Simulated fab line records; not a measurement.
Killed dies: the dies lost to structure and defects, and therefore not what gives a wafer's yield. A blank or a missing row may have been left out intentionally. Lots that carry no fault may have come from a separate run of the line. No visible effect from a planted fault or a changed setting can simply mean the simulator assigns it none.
Shared-tool check    flow berkeleyCmos170    14 lots and 42 wafers in the sample

WHAT PROMPTED THE OPENING
Of 14 lots, 2 have the reading M1_AL_RS flagged at UCB170_M1_RS_MEAS_01. No-fault wafers: 0.0487 ohm/sq, standard deviation 0.00055.
Rule: a lot gets a flag if all its wafers with a number sit over 4 standard deviations from that mean, or if no wafer of it has a number. The other lots count as sound.

lot   measured      on            M1_AL_RS (ohm/sq), wafer by wafer  flag
L906  day 8 14:39   filmMetro-03  0.0493 0.0493 0.0492               
L908  day 8 18:04   filmMetro-02  0.0486 0.0483 0.0482               
L907  day 8 22:00   filmMetro-01  0.0493 0.0498 0.0491               
L911  day 9 07:40   filmMetro-03  0.0484 0.0485 0.0476               
L910  day 9 07:41   filmMetro-01  0.0485 0.0493 0.0485               
L912  day 9 09:52   filmMetro-03  0.0479 0.0485 0.0487               
L913  day 10 05:59  filmMetro-02  0.0488 0.0483 0.0499               
L919  day 10 14:29  filmMetro-01  0.0496 0.0493 0.0486               
L915  day 10 19:29  filmMetro-03  0.0512 0.0522 0.0520               FLAGGED
L918  day 10 21:19  filmMetro-03  0.0492 0.0481 0.0480               
L916  day 10 22:28  filmMetro-03  0.0526 0.0526 0.0518               FLAGGED
L926  day 12 06:46  filmMetro-01  0.0476 0.0480 0.0484               
L927  day 12 11:19  filmMetro-02  0.0484 0.0489 0.0484               
L928  day 12 14:53  filmMetro-02  0.0484 0.0488 0.0491               
The mean of the flagged lots' numbers is 0.0521 ohm/sq, +0.0034 ohm/sq from the usual (+6 standard deviations).

EACH LOT AND THE TOOL IT RAN ON
The record keeps 1 process step preceding the reading, out of 331 steps on the route. Every cell lists first the tool, next ch and the chambers used by the sampled wafers, and last the start.
lot   flag     UCB170_M1_SPUTTER_00
L906           pvdSputter-01, day 8 14:34
L908           pvdSputter-03, day 8 18:01
L907           pvdSputter-01, day 8 21:54
L911           pvdSputter-03, day 9 07:36
L910           pvdSputter-02, day 9 07:36
L912           pvdSputter-02, day 9 09:48
L913           pvdSputter-02, day 10 05:55
L919           pvdSputter-02, day 10 14:16
L915  FLAGGED  pvdSputter-02, day 10 19:25
L918           pvdSputter-01, day 10 21:15
L916  FLAGGED  pvdSputter-02, day 10 22:23
L926           pvdSputter-01, day 12 06:43
L927           pvdSputter-01, day 12 11:14
L928           pvdSputter-01, day 12 14:48
What is done by these steps:
- UCB170_M1_SPUTTER_00: material Al, target thk 600 nm, time 80 s.
- UCB170_M1_RS_MEAS_01: measures by four-point-probe.

FLAGGED AGAINST TOTAL, ONE TOOL AT A TIME (gauges that did the reading follow at the end)
step                  tool           lots run  flagged  share of the flagged lots  sound lots run after its first flagged lot
UCB170_M1_SPUTTER_00  pvdSputter-01  6         0        none                       -
UCB170_M1_SPUTTER_00  pvdSputter-02  6         2        all                        0
UCB170_M1_SPUTTER_00  pvdSputter-03  2         0        none                       -
UCB170_M1_RS_MEAS_01  filmMetro-01   4         0        none                       -
UCB170_M1_RS_MEAS_01  filmMetro-02   4         0        none                       -
UCB170_M1_RS_MEAS_01  filmMetro-03   6         2        all                        1 (L918)

WHAT IS ALLOWED BY THE TABLE
Rows of the table that ran all the flagged lots, 2 in number: pvdSputter-02 at UCB170_M1_SPUTTER_00; filmMetro-03 at UCB170_M1_RS_MEAS_01.
- pvdSputter-02 at UCB170_M1_SPUTTER_00 ran 6 lots, 2 of them flagged. Last sound lot L919 at day 10 14:16, first flagged lot L915 at day 10 19:25; a fault beginning in between fits.
- filmMetro-03 at UCB170_M1_RS_MEAS_01 ran 6 lots, 2 of them flagged. Sound lots followed the first flagged one (L918) on it, something a lasting fault affecting the whole tool could not allow.
One tool is left: pvdSputter-02 at UCB170_M1_SPUTTER_00.

WHAT WAS PUT IN BY THE SIMULATOR
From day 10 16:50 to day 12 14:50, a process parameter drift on pvdSputter-02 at UCB170_M1_SPUTTER_00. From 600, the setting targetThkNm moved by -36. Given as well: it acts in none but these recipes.
Struck lots among those shown: L915, L916. The same result came from the rule above.
